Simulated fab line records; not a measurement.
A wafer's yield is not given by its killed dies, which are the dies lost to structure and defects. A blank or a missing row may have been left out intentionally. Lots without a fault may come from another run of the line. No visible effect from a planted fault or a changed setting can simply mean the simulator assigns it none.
Matching of chambers -- flow rit-cmos -- 4 sister chambers for RIT_GATE_ETCH_19 on rie-si-02
The step etches poly-Si in SF6/CHF3/O2, stops on SiO2, time 165 s, target depth 312.5 nm. 14 wafers are shown with their chamber, then 7 later ones without.

## WAFERS PAIRED WITH THEIR CHAMBERS
wafer,chamber,drypump-motor-current-A (A),throttle-valve-pct (%),run-length-s (s)
L158.1,0,5.09,10.24,193.8
L158.4,3,5.62,10.39,193.0
L158.6,1,5.37,10.23,193.0
L160.2,2,5.60,10.41,192.2
L160.3,0,5.06,10.23,194.1
L160.5,0,5.08,10.23,194.0
L166.3,1,5.36,10.24,193.4
L166.5,0,5.06,10.26,194.1
L166.6,1,5.37,10.23,193.0
L168.2,3,5.61,10.38,192.7
L168.3,2,5.61,10.39,192.5
L168.5,3,5.63,10.40,193.0
L174.1,0,5.07,10.23,193.9
L174.5,1,5.37,10.24,193.0

SIGNATURES, as means of the wafers listed above
reading,chamber 0,chamber 1,chamber 2,chamber 3,scatter within a chamber
drypump-motor-current-A,5.0720,5.3675,5.6050,5.6200,0.01
throttle-valve-pct,10.2380,10.2350,10.4000,10.3900,0.0109
run-length-s,193.980,193.100,192.350,192.900,0.171
Rule: a wafer lies at a distance from a chamber equal to the root of the sum of squares, over the readings, of (its reading less the chamber's mean, divided by the reading's scatter). If the next closest chamber is less than 2 further off than the closest, the wafer can't be placed; otherwise it belongs to the closest. How the scatter is found: for the shown wafers, subtract from each reading the mean of its chamber, square and add these, divide the total by (wafers less chambers), then take the root.

## WAFERS WITH NO CHAMBER GIVEN
wafer,drypump-motor-current-A (A),throttle-valve-pct (%),run-length-s (s)
L174.6,5.07,10.24,194.4
L178.2,5.58,10.41,192.7
L178.3,5.60,10.40,192.5
L178.4,5.62,10.39,193.3
L180.2,5.64,10.41,192.7
L180.4,5.07,10.22,193.9
L180.6,5.62,10.40,192.8

## WHICH CHAMBER EACH ONE RAN IN
wafer,from the rows above,in truth
L174.6,0,0
L178.2,can't be placed: 2 or 3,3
L178.3,2,2
L178.4,3,3
L180.2,can't be placed: 3 or 2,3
L180.4,0,0
L180.6,can't be placed: 3 or 2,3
Correctly placed: 4 of 7. From these rows, 3 cannot be placed; in 3 the true chamber is one of the candidates. 0 placed wrongly.
